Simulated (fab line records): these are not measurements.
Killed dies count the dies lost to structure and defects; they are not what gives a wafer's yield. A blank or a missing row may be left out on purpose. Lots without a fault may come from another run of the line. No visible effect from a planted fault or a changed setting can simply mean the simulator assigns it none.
A struck lot beside a sound one    flow rit cmos    36 out of 202 route steps
Sound: these wafers, L643.2, L643.3, L643.6. Struck: wafer L657.2 (L657.4, L657.5, from the same lot, were not struck and are left out); the cause is given at the end.
For every step that has rows: the tool of each side, followed by ch and its chambers, followed by its first start. Under that, the readings that differ: sound wafers    struck wafers    difference of the means    sigmas: that difference in standard deviations of wafers without a fault.
alike: readings with means less than 2 such deviations apart, plus words and numbers identical on both sides. not compared: withheld readings, readings lacking a value on some wafer, bounds such as >300 that could conceal the same value, and numbers that have no deviation in the record and whose values overlap.
A row with sigmas, a row that says differs or no value, or rows on one side alone: a step with any of these is where the two part. Numbers that don't overlap but have no deviation are shown without sigmas and don't part them. A reading that every wafer of one side lacks parts them only if that side has two wafers or more.

RIT_SILICIDE_RTA_06: time 10 s, ramp up 5 s, ramp down 10 s.
  sound on rtp anneal-02 ch 0, day 4 11:10; struck on rtp anneal-02 ch 0, day 7 06:26
  alike: wafer_temp_C_max
RIT_CONTACT_CVD_00: deposits SiO2 from TEOS, target thk 400 nm, time 61 s.
  sound on pecvd-01 ch 0,2, day 4 11:13; struck on pecvd-03 ch 0, day 7 06:29
  alike: heater power w, susceptor temp C
RIT_CONTACT_THK_MEAS_01:
  struck on film metro-04, day 7 06:33; sound on film metro-04, day 4 11:16
  alike: CONTACT_TEOS_THK
then, 6 steps without rows for these wafers: RIT_CONTACT_HMDS_02 (prime time 60 s); RIT_CONTACT_COAT_03 (resist thk 1000 nm); RIT_CONTACT_SOFTBAKE_04 (time 60 s); RIT_CONTACT_EXPOSE_05 (exposes mask M11, target cd 1000 nm); RIT_CONTACT_PEB_06; RIT_CONTACT_DEVELOP_07 (develop time 120 s).
RIT_CONTACT_CD_MEAS_08 targets a cd of 1000 nm.
  struck on cd sem-01, day 7 07:35; sound on cd sem-01, day 4 12:30
  alike: cd nm
RIT_CONTACT_OVL_MEAS_09:
  struck on overlay-01, day 7 07:41; sound on overlay-02, day 4 12:37
  alike: CONTACT_OVL
then, 1 step without rows for these wafers: RIT_CONTACT_HARDBAKE_10 (time 60 s).
RIT_CONTACT_ETCH_11: etches SiO2 in CHF3/CF4/Ar, stops on TiSi2, target depth 480 nm, time 320 s.
  sound on rie diel-03 ch 2,3, day 4 12:47; struck on rie diel-03 ch 0, day 7 07:52
reading                                       sound              struck  difference  sigmas
drypump motor current A (A)                   5.2 5.8 5.2        6.7     +1.3        +2
model.etch.depth nm (nm)                      404 395.1 408.1    334.2   -68.2       
model.CONTACT.feature depth nm (nm)           404 395.1 408.1    334.2   -68.2       
model.NOVOLAK_of_CONTACT_COAT_03.thk nm (nm)  766.8 772.9 766.8  798     +29         
  alike: oes product au, throttle valve pct
  not compared: rf hours counter h
RIT_CONTACT_STRIP_12: strips in O2, time 180 s.
  sound on plasma asher-03 ch 0,1, day 4 12:59; struck on plasma asher-03 ch 0, day 7 08:04
  alike: drypump motor current A
  not compared: rf hours counter h
RIT_CONTACT_CD_MEAS_90 targets a cd of 1000 nm.
  struck on cd sem-02, day 7 08:16; sound on cd sem-01, day 4 13:11
  alike: cd nm
then, 2 steps without rows for these wafers: RIT_CONTACT_CLEAN_13 (cleans in SC1, time 600 s); RIT_CONTACT_CLEAN_14 (cleans in SC2, time 600 s).
RIT_M1_SPUTTER_00: material Al, target thk 400 nm, time 500 s.
  the record holds rows for the sound wafers here (pvd sputter-03, day 4 13:38) but none for the struck ones
RIT_M1_RS_MEAS_01: a four-point-probe measurement.
  the record holds rows for the sound wafers here (film metro-04, day 4 13:56) but none for the struck ones
RIT_M1_THK_MEAS_02: measures by xrf.
  the record holds rows for the sound wafers here (film metro-04, day 4 14:03) but none for the struck ones
then, 6 steps without rows for these wafers: RIT_M1_HMDS_03 (prime time 60 s); RIT_M1_COAT_04 (resist thk 1300 nm); RIT_M1_SOFTBAKE_05 (time 60 s); RIT_M1_EXPOSE_06 (exposes mask M12, target cd 2600 nm); RIT_M1_PEB_07; RIT_M1_DEVELOP_08 (develop time 68 s).
RIT_M1_CD_MEAS_09 targets a cd of 2600 nm.
  the record holds rows for the sound wafers here (cd sem-01, day 4 15:00) but none for the struck ones
RIT_M1_OVL_MEAS_10:
  the record holds rows for the sound wafers here (overlay-02, day 4 15:07) but none for the struck ones
then, 1 step without rows for these wafers: RIT_M1_HARDBAKE_11 (time 120 s).
RIT_M1_METAL_ETCH_12: etches Al in Cl2/BCl3, stops on SiO2, time 165 s, target depth 600 nm.
  the record has rows for the sound wafers here (rie metal-03 ch 0,1, day 4 15:23) and none for the struck ones
then, 2 steps without rows for these wafers: RIT_M1_STRIP_13 (strips in nmp, time 600 s); RIT_M1_STRIP_14 (strips in O2, time 180 s).
RIT_M1_CD_MEAS_90 targets a cd of 2600 nm.
  the record holds rows for the sound wafers here (cd sem-01, day 4 15:55) but none for the struck ones
then, 1 step without rows for these wafers: RIT_M1_ANNEAL_15 (time 1800 s).
RIT_M1_BOW_MEAS_16:
  the record holds rows for the sound wafers here (film metro-03, day 4 17:32) but none for the struck ones
RIT_M1_PROBE_99:
  record: rows for the struck wafers here (prober-02, day 7 12:56), none for the sound ones

## WHERE THEY PART
At RIT_CONTACT_ETCH_11 first; at RIT_M1_PROBE_99 last (within this record only).

WHY: what had been put in by the simulator
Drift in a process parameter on rie diel-03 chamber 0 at RIT_CONTACT_ETCH_11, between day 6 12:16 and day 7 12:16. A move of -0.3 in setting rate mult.
